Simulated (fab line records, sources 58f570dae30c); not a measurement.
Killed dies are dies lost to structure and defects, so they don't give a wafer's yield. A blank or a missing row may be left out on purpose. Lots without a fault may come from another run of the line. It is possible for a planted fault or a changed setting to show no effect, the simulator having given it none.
fab line records	flow berkeleyCmos170
record: lots: 14	wafers: 42	lastDay: 13
route steps=331 shown V1@258 M2@288 V2@292
lots that met no fault: from a run of the same line without faults
startH: start of the lot's first displayed wafer, in hours after the record's first day	waitH: hours from the lot's prior step to this one	" as in the row above	L1.1+2: one row covering several wafers at once	- no value, or no start was given	* or withheld: withheld	< > ~ a bound
route shown NAME@n: a module of which the file shows steps, and the number in the route of the first	usual: mean and standard deviation over wafers with no fault	same: alike in all rows	chamber/n: place in a boat	sites: each site's reading	_std_site: how widely they spread, as a standard deviation	_edge_site: mean of outer sites minus mean of inner sites	radiusMm: how far each site lies from the wafer's centre	mask NAME#n: copy n	behind: the most recent tool/chamber to have shaped the wafer	hold: reason for holding the lot/hours on hold/outcome of the hold	device: which transistor (n, p or np) failed to switch	end of line: the tests these same wafers got at the end of their route	a step without rows: its recipe alone	killed: the dies lost at the first sort to structure and to defects; this is not the yield of the wafer	map: dies across one wafer; x = killed, . = not, _ = none there
set.NAME: the setting as run; set.NAME@STEP: as run at that earlier step	model.NAME: the simulator's own value behind a step, which no gauge read
steps of the route over a sample of lots; a table a step, a row a wafer
services: the hour from which a tool's chamber was out of use, counted from the record's first day as startH (under 0 if before that day), plus the number of hours and why
== steps ==
step: UCB170_V1_THK_MEAS_04
recipe: reads: SiO2_of_V1_CVD_00
usual: V1_POLISHED_THK: 999.8/1.1
lot.wafer	tool	chamber	startH	waitH	V1_POLISHED_THK[nm]
L624.1	filmMetro-04	-	198.02	0.1	998.9
L624.3	"	-	"	"	1001.4
L624.6	"	-	"	"	1001.0
L628.1	filmMetro-02	-	200.66	0.1	1000.3
L628.2	"	-	"	"	999.3
L628.3	"	-	"	"	1000.6
L622.2	filmMetro-04	-	200.97	0.1	997.9
L622.3	"	-	"	"	1000.8
L622.6	"	-	"	"	1000.2
L627.3	filmMetro-04	-	202.31	0.1	999.4
L627.5	"	-	"	"	1000.7
L627.6	"	-	"	"	1000.3
L625.1	filmMetro-02	-	205.46	0.1	999.6
L625.3	"	-	"	"	1000.1
L625.4	"	-	"	"	999.1
L629.1	filmMetro-02	-	213.37	0.1	1000.7
L629.2	"	-	"	"	1001.2
L629.4	"	-	"	"	1000.7
L630.1	filmMetro-01	-	218.15	0.1	998.6
L630.2	"	-	"	"	999.3
L630.4	"	-	"	"	999.4
L633.1	filmMetro-01	-	223.28	0.1	1000.4
L633.4	"	-	"	"	1001.3
L633.6	"	-	"	"	1001.5
L634.3	filmMetro-04	-	232.71	0.1	999.6
L634.4	"	-	"	"	996.8
L634.5	"	-	"	"	999.1
L637.2	filmMetro-04	-	263.49	0.1	1000.0
L637.3	"	-	"	"	1000.5
L637.4	"	-	"	"	997.8
L640.1	filmMetro-02	-	266.45	0.1	999.4
L640.2	"	-	"	"	1000.4
L640.5	"	-	"	"	1000.0
L638.2	filmMetro-04	-	266.76	0.1	998.6
L638.3	"	-	"	"	1000.5
L638.6	"	-	"	"	999.3
L645.2	filmMetro-04	-	291.32	0.1	999.4
L645.3	"	-	"	"	998.7
L645.6	"	-	"	"	999.7
L643.1	filmMetro-04	-	291.61	0.1	999.3
L643.4	"	-	"	"	999.2
L643.6	"	-	"	"	998.9
step: UCB170_V1_CD_MEAS_90
recipe: targetCdNm: 700
usual: cdNm: 700.7/1.6
lot.wafer	tool	chamber	startH	waitH	cdNm
L628.1	cdSem-02	-	204.14	0.1	697.8
L628.2	"	-	"	"	700.9
L628.3	"	-	"	"	701.2
L622.2	cdSem-01	-	204.71	0.1	702.0
L622.3	"	-	"	"	704.3
L622.6	"	-	"	"	703.3
L624.1	cdSem-01	-	205.18	0.1	701.1
L624.3	"	-	"	"	697.9
L624.6	"	-	"	"	698.6
L627.3	cdSem-01	-	205.49	0.1	700.7
L627.5	"	-	"	"	701.3
L627.6	"	-	"	"	700.3
L625.1	cdSem-02	-	208.49	0.1	702.0
L625.3	"	-	"	"	701.4
L625.4	"	-	"	"	700.5
L629.1	cdSem-01	-	215.51	0.1	700.7
L629.2	"	-	"	"	701.9
L629.4	"	-	"	"	700.8
L630.1	cdSem-01	-	220.31	0.1	697.1
L630.2	"	-	"	"	698.4
L630.4	"	-	"	"	697.6
L633.1	cdSem-02	-	224.98	0.1	704.7
L633.4	"	-	"	"	703.3
L633.6	"	-	"	"	703.5
L634.3	cdSem-02	-	234.36	0.1	701.2
L634.4	"	-	"	"	700.5
L634.5	"	-	"	"	700.7
L637.2	cdSem-01	-	267.26	0.1	700.7
L637.3	"	-	"	"	701.2
L637.4	"	-	"	"	700.3
L640.1	cdSem-01	-	268.19	0.1	701.6
L640.2	"	-	"	"	702.2
L640.5	"	-	"	"	700.6
L638.2	cdSem-02	-	268.50	0.1	698.6
L638.3	"	-	"	"	698.0
L638.6	"	-	"	"	697.9
L645.2	cdSem-02	-	292.99	0.1	701.8
L645.3	"	-	"	"	701.6
L645.6	"	-	"	"	701.3
L643.1	cdSem-02	-	293.28	0.1	699.8
L643.4	"	-	"	"	698.7
L643.6	"	-	"	"	702.4
step: UCB170_M2_ETCH_17
recipe: chemistry: N2/H2	targetDepthA: withheld	overetchA: withheld	target: BARC	timeS: withheld	sourceW: 500	biasW: 100	pressureMtorr: 30	n2FlowSccm: 100	h2FlowSccm: 200
usual: biasW: 100.05/0.29	drypumpMotorCurrentA: 5.7/0.46	oesProductAu: 1.011/0.024	throttleValvePct: 13.25/0.19
lot.wafer	tool	chamber	startH	waitH	biasW	drypumpMotorCurrentA	oesProductAu	throttleValvePct
L628.1	rieDiel-01	3	208.87	0.0	99.91	5.4	1.021	13.46
L628.2	"	1	"	"	100.21	6.0	0.978	13.35
L628.3	"	0	"	"	100.00	5.8	1.010	13.05
L622.2	rieDiel-04	2	208.93	0.0	99.90	6.0	0.978	13.58
L622.3	"	1	"	"	99.53	6.0	1.011	12.99
L622.6	"	3	"	"	100.17	4.8	1.058	13.23
L624.1	rieDiel-01	0	209.17	0.0	100.09	5.8	1.009	13.06
L624.3	"	1	"	"	100.19	6.0	0.987	13.34
L624.6	"	0	"	"	100.03	5.8	1.013	13.03
L627.3	rieDiel-02	3	209.48	0.0	100.04	5.7	1.030	13.39
L627.5	"	2	"	"	100.20	5.3	1.003	13.17
L627.6	"	3	"	"	100.08	5.7	1.034	13.40
L625.1	rieDiel-01	3	210.83	0.0	99.78	5.4	1.025	13.46
L625.3	"	2	"	"	100.65	5.0	1.005	13.49
L625.4	"	0	"	"	100.01	5.8	1.009	13.06
L629.1	rieDiel-04	3	219.30	0.0	100.26	4.8	1.069	13.24
L629.2	"	0	"	"	100.22	6.1	1.001	13.03
L629.4	"	3	"	"	100.23	4.8	1.064	13.23
L630.1	rieDiel-02	2	223.05	0.0	99.74	5.3	0.989	13.17
L630.2	"	3	"	"	100.18	5.7	1.030	13.39
L630.4	"	1	"	"	100.01	6.5	0.990	13.01
L633.1	rieDiel-04	0	227.28	0.0	99.94	6.1	1.005	13.05
L633.4	"	2	"	"	100.00	6.0	0.972	13.55
L633.6	"	2	"	"	100.43	6.0	0.980	13.56
L634.3	rieDiel-01	0	237.27	0.0	100.25	5.8	1.018	13.04
L634.4	"	3	"	"	100.06	5.4	1.027	13.45
L634.5	"	1	"	"	99.78	6.0	0.995	13.36
L637.2	rieDiel-02	0	269.73	0.0	100.10	5.9	0.979	13.31
L637.3	"	1	"	"	100.16	6.5	1.011	13.03
L637.4	"	2	"	"	100.54	5.3	0.988	13.17
L640.1	rieDiel-02	3	270.88	0.0	100.14	5.7	1.022	13.38
L640.2	"	1	"	"	99.40	6.5	0.999	13.01
L640.5	"	3	"	"	100.34	5.7	1.027	13.41
L638.2	rieDiel-01	2	271.06	0.0	100.42	5.0	1.032	13.50
L638.3	"	1	"	"	99.64	6.0	0.992	13.32
L638.6	"	1	"	"	100.02	6.0	1.004	13.34
L645.2	rieDiel-04	0	295.32	0.0	99.89	6.1	1.037	13.02
L645.3	"	3	"	"	99.92	4.8	1.074	13.24
L645.6	"	3	"	"	99.80	4.8	1.079	13.25
L643.1	rieDiel-02	0	295.99	0.0	100.13	5.9	0.996	13.31
L643.4	"	1	"	"	100.07	6.5	1.003	13.00
L643.6	"	0	"	"	100.15	5.9	0.984	13.30
step: UCB170_V2_CVD_00
recipe: material: SiO2	targetThkNm: 2000	tempC: 390	precursor: TEOS/O2	timeS: 250	rfW: 550	pressureMtorr: 9000
usual: heaterPowerW: 264/47	pressureMtorr: 9000/17
lot.wafer	tool	chamber	startH	waitH	heaterPowerW	pressureMtorr
L628.1	pecvd-02	0	209.32	0.1	281	9014
L628.2	"	2	"	"	360	9018
L628.3	"	0	"	"	190	8992
L622.2	pecvd-01	0	209.57	0.1	319	8994
L622.3	"	2	"	"	275	9000
L622.6	"	2	"	"	228	8968
L624.1	pecvd-03	2	209.66	0.1	311	8985
L624.3	"	0	"	"	315	8984
L624.6	"	0	"	"	227	8983
L627.3	pecvd-01	2	210.12	0.1	284	9017
L627.5	"	2	"	"	227	9013
L627.6	"	1	"	"	271	9019
L625.1	pecvd-03	1	211.28	0.1	270	8999
L625.3	"	2	"	"	345	8994
L625.4	"	0	"	"	233	8980
L629.1	pecvd-02	2	219.75	0.1	258	8997
L629.2	"	0	"	"	253	8994
L629.4	"	0	"	"	189	9012
L630.1	pecvd-02	2	223.69	0.1	345	9016
L630.2	"	0	"	"	232	9003
L630.4	"	2	"	"	261	8999
L633.1	pecvd-02	1	227.73	0.1	250	9032
L633.4	"	1	"	"	320	8986
L633.6	"	0	"	"	279	9000
L634.3	pecvd-02	1	237.73	0.1	259	8980
L634.4	"	1	"	"	310	8984
L634.5	"	2	"	"	354	8972
L637.2	pecvd-03	0	270.18	0.1	264	9016
L637.3	"	2	"	"	267	8985
L637.4	"	2	"	"	346	9003
L640.1	pecvd-03	1	271.33	0.1	243	9013
L640.2	"	0	"	"	318	9006
L640.5	"	1	"	"	187	9016
L638.2	pecvd-01	1	271.51	0.1	270	9001
L638.3	"	0	"	"	271	8985
L638.6	"	0	"	"	333	9034
L645.2	pecvd-03	2	295.77	0.1	328	9006
L645.3	"	0	"	"	265	8994
L645.6	"	0	"	"	323	8996
L643.1	pecvd-01	2	296.44	0.1	233	8998
L643.4	"	0	"	"	245	8998
L643.6	"	2	"	"	300	9003
step: UCB170_V2_THK_MEAS_01
recipe: reads: SiO2_of_V2_CVD_00
usual: V2_TEOS_THK: 1997/24
lot.wafer	tool	chamber	startH	waitH	hold	V2_TEOS_THK[nm]
L628.1	filmMetro-04	-	209.56	0.2	-	1993
L628.2	"	-	"	"	-	1960
L628.3	"	-	"	"	-	2009
L622.2	filmMetro-03	-	209.74	0.1	-	1939
L622.3	"	-	"	"	-	1961
L622.6	"	-	"	"	-	1999
L624.1	filmMetro-04	-	209.81	0.1	-	1980
L624.3	"	-	"	"	-	1980
L624.6	"	-	"	"	-	2014
L627.3	filmMetro-03	-	210.29	0.1	-	2012
L627.5	"	-	"	"	-	2035
L627.6	"	-	"	"	-	2050
L625.1	filmMetro-02	-	211.44	0.1	-	1957
L625.3	"	-	"	"	-	1974
L625.4	"	-	"	"	-	2039
L629.1	filmMetro-04	-	219.91	0.1	-	1956
L629.2	"	-	"	"	-	1975
L629.4	"	-	"	"	-	1999
L630.1	filmMetro-04	-	223.85	0.1	-	1977
L630.2	"	-	"	"	-	2013
L630.4	"	-	"	"	-	1987
L633.1	filmMetro-03	-	227.88	0.1	awaitDispo/0.2h/release	1064
L633.4	"	-	"	"	awaitDispo/0.2h/release	1080
L633.6	"	-	"	"	awaitDispo/0.2h/release	1076
L633.1	filmMetro-03	-	228.11	0.2	-	1062
L633.4	"	-	"	"	-	1079
L633.6	"	-	"	"	-	1077
L634.3	filmMetro-03	-	237.91	0.1	awaitDispo/0.2h/release	1075
L634.4	"	-	"	"	awaitDispo/0.2h/release	1061
L634.5	"	-	"	"	awaitDispo/0.2h/release	1052
L634.3	filmMetro-03	-	238.13	0.2	-	1075
L634.4	"	-	"	"	-	1061
L634.5	"	-	"	"	-	1052
L637.2	filmMetro-04	-	270.35	0.1	-	1977
L637.3	"	-	"	"	-	1976
L637.4	"	-	"	"	-	2004
L640.1	filmMetro-04	-	271.48	0.1	-	1974
L640.2	"	-	"	"	-	2002
L640.5	"	-	"	"	-	2015
L638.2	filmMetro-04	-	271.73	0.1	-	1984
L638.3	"	-	"	"	-	1950
L638.6	"	-	"	"	-	1997
L645.2	filmMetro-03	-	295.93	0.1	-	2007
L645.3	"	-	"	"	-	2001
L645.6	"	-	"	"	-	2036
L643.1	filmMetro-03	-	296.60	0.1	-	1957
L643.4	"	-	"	"	-	1987
L643.6	"	-	"	"	-	1992
== services ==
tool	chamber	startH	hours	kind
rieDiel-01	2	186.81	-	clean
rieDiel-01	2	186.81	22.7	scheduledDown
rieDiel-01	2	186.81	22.7	ventCycle
rieDiel-01	3	187.65	1.7	repair
pecvd-02	1	193.11	17.2	repair
rieDiel-04	2	213.23	6.8	repair
pecvd-01	-	215.62	14.6	pm
rieDiel-04	-	235.37	18.6	repair
pecvd-02	-	242.50	14.0	pm
pecvd-02	0	242.50	14.0	ventCycle
pecvd-02	1	242.50	14.0	ventCycle
pecvd-02	2	242.50	14.0	ventCycle
rieDiel-02	0	248.41	6.2	repair
rieDiel-04	0	253.99	-	clean
rieDiel-01	-	256.37	2.8	pm
pecvd-02	0	256.50	-	clean
pecvd-02	1	256.50	-	clean
pecvd-02	2	256.50	-	clean
rieDiel-01	0	259.12	-	clean
rieDiel-01	0	259.12	16.1	scheduledDown
rieDiel-01	0	259.12	16.1	ventCycle
pecvd-02	1	273.73	16.1	repair
pecvd-03	1	275.52	2.1	repair
rieDiel-02	-	281.97	2.8	pm
== key ==
firstSign: step: UCB170_V2_THK_MEAS_01	reading: visit	direction: added
effect: step: UCB170_V2_THK_MEAS_01	reading: V2_TEOS_THK	direction: down	sigmas: 39	usual: 1997	struck: 1068
metAt UCB170_V2_CVD_00
struckLots L633,L634
sortLeftOut L633.1,L633.4,L633.6,L634.3,L634.4,L634.5
notActingAt UCB170_V1_THK_MEAS_04,UCB170_V1_CD_MEAS_90,UCB170_M2_ETCH_17
onsetBetween 223.69 227.73
fault: kind: processParameterDrift	tool: pecvd-02	chamber: -	onsetH: 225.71	steps: UCB170_V2_CVD_00	channel: targetThkNm	offset: -939.24	shape: step	endH: 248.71	actsIn: theseRecipesOnly	stated: 2000
sortLeftOut: the simulated sort isn't trusted on such a fault, so these wafers' sort isn't shown, and their yield isn't known
